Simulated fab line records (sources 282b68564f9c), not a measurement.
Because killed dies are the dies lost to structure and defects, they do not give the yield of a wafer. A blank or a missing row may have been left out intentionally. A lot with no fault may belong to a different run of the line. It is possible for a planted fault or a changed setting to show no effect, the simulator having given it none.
Struck lot and sound lot, side by side | flow ritCmos | 39 out of 202 route steps
Sound: these wafers, L196.1, L196.2, L196.3. Wafers L206.3, L206.4, L206.6 were the ones struck. The cause comes at the end.
Order at every step that has rows: each side's tool, ch and its chambers, its first start. Under that, the readings that differ: sound wafers | struck wafers | difference of the means | sigmas: that difference in standard deviations of wafers without a fault.
alike: same words and numbers on both sides, and readings whose means sit less than 2 such deviations apart. not compared: any withheld reading, any reading some wafer has no value for, any bound like >300 that may hide the same value, and any number with overlapping values for which the record gives no deviation.
The two part at a step that has a row with sigmas, a row that says differs or no value, or rows on one side only. Numbers that don't overlap but have no deviation are shown without sigmas and don't part them. A reading that every wafer of one side lacks parts them only if that side has two wafers or more.

first, 3 steps without rows for these wafers: RIT_GATE_EXPOSE_13 (exposes mask M6, target cd 150 nm); RIT_GATE_PEB_14; RIT_GATE_DEVELOP_15 (develop time 50 s).
RIT_GATE_CD_MEAS_16 targets a cd of 150 nm.
  sound on cdSem-02, day 5 02:01; struck on cdSem-01, day 6 21:51
  alike: cdNm
RIT_GATE_OVL_MEAS_17:
  sound on overlay-02, day 5 02:08; struck on overlay-01, day 6 21:57
  alike: GATE_OVL
then, 1 step without rows for these wafers: RIT_GATE_HARDBAKE_18 (time 60 s).
RIT_GATE_ETCH_19: etches poly-Si in SF6/CHF3/O2, stops on SiO2, time 165 s, target depth 312.5 nm.
  sound on rieSi-02 ch 0,1,2, day 5 02:20; struck on rieSi-02 ch 0,1,2, day 6 22:07
  alike: drypumpMotorCurrentA, oesProductAu, rfFwdPowerW, throttleValvePct
  not compared: rfHoursCounterH
RIT_GATE_STRIP_20: strips in O2, time 180 s.
  sound on plasmaAsher-01 ch 0,1, day 5 02:26; struck on plasmaAsher-01 ch 0,1, day 6 22:17
  alike: drypumpMotorCurrentA
  not compared: rfHoursCounterH
RIT_GATE_CD_MEAS_90 targets a cd of 150 nm.
  sound on cdSem-01, day 5 02:37; struck on cdSem-01, day 6 22:26
  alike: cdNm
then, 3 steps without rows for these wafers: RIT_REOX_CLEAN_00 (cleans in SC1, time 600 s); RIT_REOX_CLEAN_01 (cleans in dHF, time 30 s); RIT_REOX_CLEAN_02 (cleans in SC2, time 600 s).
RIT_REOX_OXIDATION_03: target thk 25.2 nm, ox time 5580 s.
  sound on furnace-02 ch 0, day 5 03:06; struck on furnace-01 ch 0, day 6 22:53
reading                                    | sound             | struck            | difference | sigmas
model.SiO2_of_REOX_OXIDATION_03.thkNm (nm) | 24.77 25.05 24.96 | 28.07 27.68 27.83 | +2.93      | 
  alike: spikeTcCentreC
RIT_REOX_THK_MEAS_04:
  sound on filmMetro-03, day 5 05:39; struck on filmMetro-03, day 7 01:28
reading             | sound          | struck         | difference | sigmas
REOX_OXIDE_THK (nm) | 24.7 25.1 25.0 | 28.1 27.7 27.8 | +2.9       | +5
then, 6 steps without rows for these wafers: RIT_NLDD_HMDS_00 (prime time 60 s); RIT_NLDD_COAT_01 (resist thk 1000 nm); RIT_NLDD_SOFTBAKE_02 (time 60 s); RIT_NLDD_EXPOSE_03 (exposes mask M7, target cd 40700 nm); RIT_NLDD_PEB_04; RIT_NLDD_DEVELOP_05 (develop time 50 s).
RIT_NLDD_OVL_MEAS_06:
  sound on overlay-02, day 5 06:41; struck on overlay-02, day 7 02:29
  alike: NLDD_OVL
then, 2 steps without rows for these wafers: RIT_NLDD_HARDBAKE_07 (time 60 s); RIT_NLDD_IMPLANT_08.
RIT_NLDD_STRIP_09: strips in O2, time 180 s.
  sound on plasmaAsher-01 ch 0,1, day 5 07:14; struck on plasmaAsher-01 ch 0,1, day 7 02:52
  alike: drypumpMotorCurrentA
  not compared: rfHoursCounterH
RIT_NLDD_TW_MEAS_10:
  sound on filmMetro-01, day 5 07:25; struck on filmMetro-04, day 7 03:01
  alike: NLDD_TW
then, 6 steps without rows for these wafers: RIT_PLDD_HMDS_00 (prime time 60 s); RIT_PLDD_COAT_01 (resist thk 1000 nm); RIT_PLDD_SOFTBAKE_02 (time 60 s); RIT_PLDD_EXPOSE_03 (exposes mask M8, target cd 40900 nm); RIT_PLDD_PEB_04; RIT_PLDD_DEVELOP_05 (develop time 50 s).
RIT_PLDD_OVL_MEAS_06:
  sound on overlay-02, day 5 08:19; struck on overlay-01, day 7 04:02
  alike: PLDD_OVL
then, 2 steps without rows for these wafers: RIT_PLDD_HARDBAKE_07 (time 60 s); RIT_PLDD_IMPLANT_08.
RIT_PLDD_STRIP_09: strips in O2, time 180 s.
  sound on plasmaAsher-02 ch 0,1, day 5 08:39; struck on plasmaAsher-04 ch 0,1, day 7 04:25
  alike: drypumpMotorCurrentA
  not compared: rfHoursCounterH
RIT_PLDD_TW_MEAS_10:
  sound on filmMetro-01, day 5 08:50; struck on filmMetro-02, day 7 04:33
  alike: PLDD_TW
RIT_SPACER_CLEAN_00: cleans in SC1, time 600 s.
  sound on wetBench-03 ch 2, day 5 08:53; struck on wetBench-04 ch 3, day 7 04:35
reading                                    | sound            | struck            | difference | sigmas
model.SiO2_of_REOX_OXIDATION_03.thkNm (nm) | 22.85 23.1 23.01 | 25.86 25.53 25.66 | +2.70      | 
then, 1 step without rows for these wafers: RIT_SPACER_CLEAN_01 (cleans in dHF, time 30 s).
RIT_M1_PROBE_99:
  sound on prober-02, day 5 23:24; struck on prober-02, day 7 19:46
reading                         | sound             | struck            | difference | sigmas
model.etest.pmosTurned.rOnOhmUm | 3245 3227 3259    | 3952 3804 3842    | +622       | 
model.etest.pmos_0p3.rOnOhmUm   | 6012 6012 6226    | 6742 6739 6564    | +598       | 
model.etest.pmos_0p15.rOnOhmUm  | 2622 2613 2630    | 3114 3001 3038    | +429       | 
model.etest.pldd.rsOhmSq        | 436.1 448.2 443.8 | 654.9 623.9 637.6 | +196.1     | 
model.etest.nmos_0p15.rOnOhmUm  | 1085 1085 1090    | 1266 1224 1241    | +157       | 
model.etest.nmos_0p3.rOnOhmUm   | 2068 2090 2106    | 2300 2292 2264    | +197       | 
model.etest.nldd.rsOhmSq        | 350.8 352.6 353.5 | 453.9 436.4 442.7 | +92.0      | 
model.etest.pldd.lineOhmUm      | 136.9 140.8 138.8 | 204.2 195.6 200.6 | +61.3      | 
  alike: killedAtContacts, killedAtFrontEnd, killedDies, killedOpen, killedShort

== WHERE THEY PART ==
RIT_REOX_THK_MEAS_04 only, going by this record. Later steps at which nothing parts them and some readings are alike: RIT_NLDD_OVL_MEAS_06, RIT_NLDD_STRIP_09, RIT_NLDD_TW_MEAS_10, RIT_PLDD_OVL_MEAS_06, RIT_PLDD_STRIP_09, RIT_PLDD_TW_MEAS_10, RIT_M1_PROBE_99.

WHY: the cause the simulator had injected
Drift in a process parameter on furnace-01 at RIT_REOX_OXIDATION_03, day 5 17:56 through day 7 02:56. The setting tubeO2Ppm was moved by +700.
